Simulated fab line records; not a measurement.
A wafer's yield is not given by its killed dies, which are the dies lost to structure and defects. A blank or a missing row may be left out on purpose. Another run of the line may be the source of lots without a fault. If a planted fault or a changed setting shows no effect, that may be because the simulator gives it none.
Chamber matching || flow berkeley cmos170 || UCB170_V2_CMP_02 on cmp-01 has 4 sister chambers
The step polishes SiO2. 4 wafers are shown with their chamber, then 7 later ones without.

EACH WAFER AND ITS CHAMBER
{"wafer": "L682.4", "chamber": 1, "motor current A (A)": 15.7}
{"wafer": "L685.1", "chamber": 3, "motor current A (A)": 18.4}
{"wafer": "L688.1", "chamber": 2, "motor current A (A)": 15.4}
{"wafer": "L688.3", "chamber": 0, "motor current A (A)": 14.7}

WAFERS WITHOUT THEIR CHAMBER
{"wafer": "L688.6", "motor current A (A)": 17.8}
{"wafer": "L687.1", "motor current A (A)": 15.5}
{"wafer": "L687.3", "motor current A (A)": 13.7}
{"wafer": "L687.6", "motor current A (A)": 16.0}
{"wafer": "L690.1", "motor current A (A)": 15.7}
{"wafer": "L690.4", "motor current A (A)": 14.3}
{"wafer": "L690.5", "motor current A (A)": 15.5}

EACH ONE'S CHAMBER
{"wafer": "L688.6", "from the rows above": 3, "in truth": 3}
{"wafer": "L687.1", "from the rows above": "can't be placed: 2 or 1 or 0", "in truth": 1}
{"wafer": "L687.3", "from the rows above": "can't be placed: 0 or 2", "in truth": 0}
{"wafer": "L687.6", "from the rows above": "can't be placed: 1 or 2", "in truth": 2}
{"wafer": "L690.1", "from the rows above": "can't be placed: 1 or 2", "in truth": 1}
{"wafer": "L690.4", "from the rows above": "can't be placed: 0 or 2", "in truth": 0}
{"wafer": "L690.5", "from the rows above": "can't be placed: 2 or 1 or 0", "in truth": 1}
Placed correctly: 1 of 7. From these rows, 6 cannot be placed; in 6 the true chamber is one of the candidates. Number placed wrongly: 0.
How it was worked out, from the rows above alone: a wafer's distance from a chamber is the root of the sum, over the readings, of the square of ((its reading less the chamber's mean) divided by the reading's scatter). The wafer belongs to the nearest chamber; if the next one is less than 2 further off, it can't be placed. For every chamber, the mean is computed from those of its wafers that are shown. The scatter: with one shown wafer a chamber, the root of the mean of the squares of how far each hidden wafer lies from its nearest shown one.
